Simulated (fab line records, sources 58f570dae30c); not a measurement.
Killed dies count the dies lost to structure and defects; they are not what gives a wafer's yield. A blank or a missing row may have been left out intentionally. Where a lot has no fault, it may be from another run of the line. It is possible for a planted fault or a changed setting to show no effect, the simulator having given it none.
Split-lot experiment + flow berkeleyCmos170 + 5 lots, 23 wafers read, on a route of 331 steps

== ABOUT THE SPLIT ==
At UCB170_SCREENOX_OXIDATION_01 (target thk 14.4 nm, ox time 2400 s), the setting oxTimeS was moved away from the recipe's 2400 s on 15 of the 23 wafers read, by -14.4% to +13.4%. All remaining wafers had this setting at the recipe value.

No step appears in the file between the split and the reading.

== THE READING ==
SCREENOX_OXIDE_THK (nm), taken at UCB170_SCREENOX_THK_MEAS_02. Typical for fault-free wafers on this fab line: 14.38 nm, with standard deviation 0.22 nm.

| wafer  | tool, chamber at the split | oxTimeS as run, s | against the recipe | SCREENOX_OXIDE_THK, nm | against lot-mates on the recipe |
|--------|----------------------------|-------------------|--------------------|------------------------|---------------------------------|
| L075.1 | -, -                       | 2400              | recipe             | 14.60                  | -                               |
| L075.2 | -, -                       | 2400              | recipe             | 14.47                  | -                               |
| L075.3 | -, -                       | 2400              | recipe             | 14.47                  | -                               |
| L075.4 | -, -                       | 2400              | recipe             | 14.22                  | -                               |
| L075.5 | -, -                       | 2400              | recipe             | 14.48                  | -                               |
| L079.1 | -, -                       | 2215              | -7.7%              | 13.65                  | no lot-mate on the recipe       |
| L079.2 | -, -                       | 2215              | -7.7%              | 13.68                  | no lot-mate on the recipe       |
| L079.3 | -, -                       | 2215              | -7.7%              | 13.83                  | no lot-mate on the recipe       |
| L079.4 | -, -                       | 2215              | -7.7%              | 13.65                  | no lot-mate on the recipe       |
| L079.5 | -, -                       | 2215              | -7.7%              | 13.63                  | no lot-mate on the recipe       |
| L080.1 | -, -                       | 2054              | -14.4%             | 12.85                  | no lot-mate on the recipe       |
| L080.3 | -, -                       | 2054              | -14.4%             | 12.71                  | no lot-mate on the recipe       |
| L080.4 | -, -                       | 2054              | -14.4%             | 12.92                  | no lot-mate on the recipe       |
| L080.5 | -, -                       | 2054              | -14.4%             | 12.91                  | no lot-mate on the recipe       |
| L080.6 | -, -                       | 2054              | -14.4%             | 12.98                  | no lot-mate on the recipe       |
| L081.2 | furnace-04, 0              | 2400              | recipe             | 13.90                  | -                               |
| L081.4 | furnace-04, 0              | 2400              | recipe             | 14.03                  | -                               |
| L081.5 | furnace-04, 0              | 2400              | recipe             | 13.97                  | -                               |
| L085.1 | -, -                       | 2722              | +13.4%             | 15.72                  | no lot-mate on the recipe       |
| L085.2 | -, -                       | 2722              | +13.4%             | 15.85                  | no lot-mate on the recipe       |
| L085.3 | -, -                       | 2722              | +13.4%             | 15.59                  | no lot-mate on the recipe       |
| L085.4 | -, -                       | 2722              | +13.4%             | 15.60                  | no lot-mate on the recipe       |
| L085.5 | -, -                       | 2722              | +13.4%             | 15.65                  | no lot-mate on the recipe       |

FIT RESULTS
A straight line over all 23 wafers: SCREENOX_OXIDE_THK changes by +0.0986 nm for each +1% of oxTimeS; r = +0.98; the points scatter about the line by 0.19 nm.
Too few moved wafers with a lot-mate on the recipe to fit a line net of each lot's own level.

== THE WHOLE CHAIN: every reading that the file lists as answering this split, in the file's order ==
| step                         | what it does                       | reading                                                                              | change (the file's fit)               | r (the file's) |
|------------------------------|------------------------------------|--------------------------------------------------------------------------------------|---------------------------------------|----------------|
| UCB170_SCREENOX_OXIDATION_01 | target thk 14.4 nm, ox time 2400 s | SiO2_of_SCREENOX_OXIDATION_01.thkNm (the simulator's own value, which no gauge read) | +0.099 nm for each +1% of the setting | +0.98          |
| UCB170_SCREENOX_THK_MEAS_02  |                                    | SCREENOX_OXIDE_THK                                                                   | +0.0986 for each +1% of the setting   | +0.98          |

== THE FILE'S OWN FIT ==
SCREENOX_OXIDE_THK changes by +0.0986 nm for each +1% of oxTimeS, r = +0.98.
